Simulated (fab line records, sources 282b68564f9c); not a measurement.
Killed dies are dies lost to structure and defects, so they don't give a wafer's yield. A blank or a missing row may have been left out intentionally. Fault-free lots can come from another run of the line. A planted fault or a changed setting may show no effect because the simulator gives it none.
fab line records	flow rit-cmos	part 2 of 2: steps 35 to 46 of 46
record: lots: 5	wafers: 15	last-day: 7
route steps=202 shown NWELL@30 PWELL@39 WELLDRIVE@50 NRETRO@53 PRETRO@64 GATE@75
lots that met no fault: from a run of the same line without faults
start-h: the number of hours between the record's first day and the start of the first shown wafer of the lot	wait-h: hours from the lot's prior step to this one	" identical to the entry in the row above	L1.1+2: a row that stands for several wafers	- no value present, or no start provided	* or withheld: withheld	< > ~ a bound
route shown NAME@n: names a module that has steps shown in the file, with the first one's number in the route	usual: mean and standard deviation over wafers with no fault	same: alike in all rows	chamber/n: place in a boat	sites: each site's reading	_std_site: their standard deviation	_edge_site: inner sites' mean taken away from outer sites' mean	radius-mm: for every site, how far away it sits from the centre of the wafer	mask NAME#n: copy n	behind: tool/chamber where the wafer was last shaped	hold: why the lot was held/for how many hours/how that ended	device: the n, p or np transistor that did not switch	end of line: tests of these same wafers at the route's end	for a step that has no rows: nothing shown but its recipe	killed: not the wafer's yield, but the dies lost to structure and defects at the first sort	map: shows each die of a wafer: x if killed, . if not, _ if none is there
set.NAME: setting as actually run; set.NAME@STEP: the setting as run at that earlier step	model.NAME: the simulator's own value behind a step, which no gauge read
lots seen at some steps along the route; tables by step, rows by wafer
services: the hour from which a tool's chamber was out of use, counted from the record's first day as start-h (under 0 if before that day), plus the number of hours and why
== steps ==
step: RIT_PRETRO_HMDS_00
recipe: prime-time-s: 60	prime-temp-c: 140
same: prime-time-s: 60
lot.wafer	tool	chamber	start-h	wait-h
L075.1+2+3	litho-track-04	0	35.90	0.1
L076.4+5+6	litho-track-04	0	40.24	0.1
L092.1+2+4	litho-track-04	0	120.76	0.1
L096.2+5+6	litho-track-04	0	140.43	0.1
L097.4+5+6	litho-track-02	0	144.63	0.1
step: RIT_PRETRO_COAT_01
recipe: resist: NOVOLAK	spin-rpm: 2000	resist-thk-nm: 1300
usual: dispense-pressure-kPa: 51.0/2.2
lot.wafer	tool	chamber	start-h	wait-h	dispense-pressure-kPa
L075.1	litho-track-04	0	36.05	0.1	53.2
L075.2	"	0	"	"	53.2
L075.3	"	0	"	"	53.2
L076.4	litho-track-04	0	40.39	0.1	53.3
L076.5	"	0	"	"	53.2
L076.6	"	0	"	"	53.2
L092.1	litho-track-04	0	120.91	0.1	53.1
L092.2	"	0	"	"	53.1
L092.4	"	0	"	"	53.2
L096.2	litho-track-04	0	140.58	0.1	53.1
L096.5	"	0	"	"	53.2
L096.6	"	0	"	"	53.2
L097.4	litho-track-02	0	144.78	0.1	51.1
L097.5	"	0	"	"	51.1
L097.6	"	0	"	"	51.1
step: RIT_PRETRO_SOFTBAKE_02
recipe: resist: NOVOLAK	temp-c: 90	time-s: 60
same: time-s: 60
lot.wafer	tool	chamber	start-h	wait-h
L075.1+2+3	litho-track-04	0	36.20	0.1
L076.4+5+6	litho-track-04	0	40.54	0.1
L092.1+2+4	litho-track-04	0	121.06	0.1
L096.2+5+6	litho-track-04	0	140.73	0.1
L097.4+5+6	litho-track-02	0	144.93	0.1
step: RIT_PRETRO_EXPOSE_03
recipe: mask-id: M5	na: 0.57	target-cd-nm: 43700	dose-mj: 250
usual: focus-offset-nm: 0.0/0.45	stage-vel-mm-s: 500.00/0.27
lot.wafer	tool	chamber	start-h	wait-h	mask	focus-offset-nm	stage-vel-mm-s
L075.1	iline-stepper-02	0	36.35	0.1	M5#0	-0.2	499.96
L075.2	"	0	"	"	M5#0	-0.7	499.96
L075.3	"	0	"	"	M5#0	-0.2	499.83
L076.4	iline-stepper-02	0	40.67	0.1	M5#0	-0.2	500.07
L076.5	"	0	"	"	M5#0	-0.5	499.97
L076.6	"	0	"	"	M5#0	-0.3	500.15
L092.1	iline-stepper-02	0	121.21	0.1	M5#0	-0.7	500.11
L092.2	"	0	"	"	M5#0	0.9	500.04
L092.4	"	0	"	"	M5#0	-0.5	499.70
L096.2	iline-stepper-01	0	140.87	0.1	M5#0	0.7	499.81
L096.5	"	0	"	"	M5#0	0.6	499.93
L096.6	"	0	"	"	M5#0	-0.2	499.65
L097.4	iline-stepper-01	0	145.06	0.1	M5#0	-0.5	500.33
L097.5	"	0	"	"	M5#0	0.1	499.93
L097.6	"	0	"	"	M5#0	0.0	500.60
step: RIT_PRETRO_PEB_04
recipe: resist: NOVOLAK	temp-c: withheld	time-s: withheld
lot.wafer	tool	chamber	start-h	wait-h
L075.1+2+3	litho-track-04	0	36.46	0.1
L076.4+5+6	litho-track-04	0	40.80	0.1
L092.1+2+4	litho-track-04	0	121.33	0.1
L096.2+5+6	litho-track-01	0	140.99	0.1
L097.4+5+6	litho-track-04	0	145.20	0.1
step: RIT_PRETRO_DEVELOP_05
recipe: resist: NOVOLAK	develop-time-s: 68	dev-temp-c: 23
lot.wafer	tool	chamber	start-h	wait-h
L075.1+2+3	litho-track-04	0	-	-
L076.4+5+6	litho-track-04	0	-	-
L092.1+2+4	litho-track-04	0	-	-
L096.2+5+6	litho-track-01	0	-	-
L097.4+5+6	litho-track-04	0	-	-
step: RIT_PRETRO_OVL_MEAS_06
usual: PRETRO_OVL: 0.1/1.4
lot.wafer	tool	chamber	start-h	wait-h	PRETRO_OVL[nm]
L075.1	overlay-01	-	36.78	-	-1.6
L075.2	"	-	"	"	-1.5
L075.3	"	-	"	"	-1.9
L076.4	overlay-02	-	41.06	-	-0.2
L076.5	"	-	"	"	-1.0
L076.6	"	-	"	"	-0.9
L092.1	overlay-02	-	121.64	-	1.9
L092.2	"	-	"	"	1.7
L092.4	"	-	"	"	2.4
L096.2	overlay-02	-	141.29	-	1.0
L096.5	"	-	"	"	0.9
L096.6	"	-	"	"	0.8
L097.4	overlay-02	-	145.45	-	1.7
L097.5	"	-	"	"	-0.2
L097.6	"	-	"	"	3.5
step: RIT_PRETRO_HARDBAKE_07
recipe: resist: NOVOLAK	temp-c: 140	time-s: 120
same: time-s: 120
lot.wafer	tool	chamber	start-h	wait-h
L075.1+2+3	litho-track-02	0	36.81	0.0
L076.4+5+6	litho-track-04	0	41.20	0.1
L092.1+2+4	litho-track-04	0	121.68	0.0
L096.2+5+6	litho-track-04	0	141.36	0.1
L097.4+5+6	litho-track-01	0	145.60	0.1
step: RIT_PRETRO_IMPLANT_08
recipe: species: B	energy-kev: 45	dose-cm2: 1.2e+13	tilt-deg: 7
lot.wafer	tool	chamber	start-h	wait-h
L075.1+2+3	implanter-01	0	37.06	0.2
L076.4+5+6	implanter-01	0	41.40	0.2
L092.1+2+4	implanter-02	0	121.93	0.2
L096.2+5+6	implanter-04	0	141.59	0.2
L097.4+5+6	implanter-04	0	145.80	0.2
step: RIT_PRETRO_STRIP_09
recipe: chemistry: O2	time-s: 180	resist: NOVOLAK	platen-temp-c: withheld	power-w: 500	pressure-mtorr: 4000	o2-flow-sccm: 4000
usual: drypump-motor-current-A: 5.5/0.61
same: time-s: 180
lot.wafer	tool	chamber	start-h	wait-h	drypump-motor-current-A	rf-hours-counter-h
L075.1	plasma-asher-03	0	37.21	0.1	5.6	38
L075.2	"	1	"	"	5.6	38
L075.3	"	0	"	"	5.6	-
L076.4	plasma-asher-04	1	41.54	0.1	4.7	-
L076.5	"	1	"	"	4.7	-
L076.6	"	0	"	"	5.7	-
L092.1	plasma-asher-03	1	122.08	0.1	5.6	1
L092.2	"	0	"	"	5.7	1
L092.4	"	1	"	"	5.6	-
L096.2	plasma-asher-04	0	141.72	0.1	5.7	38
L096.5	"	1	"	"	4.7	-
L096.6	"	0	"	"	5.7	-
L097.4	plasma-asher-02	1	145.93	0.1	6.6	-
L097.5	"	1	"	"	6.6	-
L097.6	"	0	"	"	5.3	-
step: RIT_PRETRO_TW_MEAS_10
usual: PRETRO_TW: 477/3.4
lot.wafer	tool	chamber	start-h	wait-h	PRETRO_TW
L075.1	film-metro-03	-	37.39	0.1	475
L075.2	"	-	"	"	475
L075.3	"	-	"	"	478
L076.4	film-metro-01	-	41.68	0.1	474
L076.5	"	-	"	"	473
L076.6	"	-	"	"	472
L092.1	film-metro-03	-	122.25	0.1	482
L092.2	"	-	"	"	481
L092.4	"	-	"	"	482
L096.2	film-metro-03	-	141.90	0.1	478
L096.5	"	-	"	"	479
L096.6	"	-	"	"	480
L097.4	film-metro-03	-	146.08	0.1	480
L097.5	"	-	"	"	481
L097.6	"	-	"	"	479
step: RIT_GATE_WET_ETCH_00
recipe: chemistry: BOE	target: SiO2	target-depth-nm: 56	time-s: 60	dry: n2-spin	dilution: 10:1	temp-c: 21.5
usual: temp-c: 21.49/0.1
same: time-s: 60
lot.wafer	tool	chamber	start-h	wait-h	temp-c
L075.1	wet-bench-04	0	37.45	0.1	21.60
L075.2	"	0	"	"	21.42
L075.3	"	0	"	"	21.37
L076.4	wet-bench-02	1	41.71	0.0	21.53
L076.5	"	1	"	"	21.54
L076.6	"	1	"	"	21.52
L092.1	wet-bench-04	2	122.31	0.1	21.47
L092.2	"	2	"	"	21.39
L092.4	"	2	"	"	21.44
L096.2	wet-bench-02	3	141.95	0.0	21.45
L096.5	"	3	"	"	21.65
L096.6	"	3	"	"	21.64
L097.4	wet-bench-03	2	146.11	0.0	21.31
L097.5	"	2	"	"	21.43
L097.6	"	2	"	"	21.49
== services ==
tool	chamber	start-h	hours	kind
furnace-02	-	7.84	3.5	pm
implanter-04	-	36.36	5.0	pm
iline-stepper-02	-	43.09	1.7	pm
implanter-01	-	43.19	1.0	repair
implanter-02	-	47.09	17.3	pm
iline-stepper-01	0	47.28	-	calibration
plasma-asher-01	-	53.02	4.2	repair
iline-stepper-02	-	61.26	11.4	repair
implanter-04	-	66.91	3.5	repair
furnace-02	-	71.82	1.4	pm
iline-stepper-01	-	85.50	21.6	repair
iline-stepper-01	-	107.06	8.9	pm
plasma-asher-03	-	108.75	9.0	pm
plasma-asher-03	0	108.75	9.0	vent-cycle
plasma-asher-03	1	108.75	9.0	vent-cycle
furnace-01	-	111.71	3.0	pm
plasma-asher-03	0	117.75	-	clean
plasma-asher-03	1	117.75	-	clean
litho-track-04	-	121.97	-	consumable-replace:filter
implanter-04	-	124.40	3.7	repair
iline-stepper-02	0	124.75	-	calibration
plasma-asher-03	-	137.99	23.6	repair
iline-stepper-01	-	142.74	1.7	pm
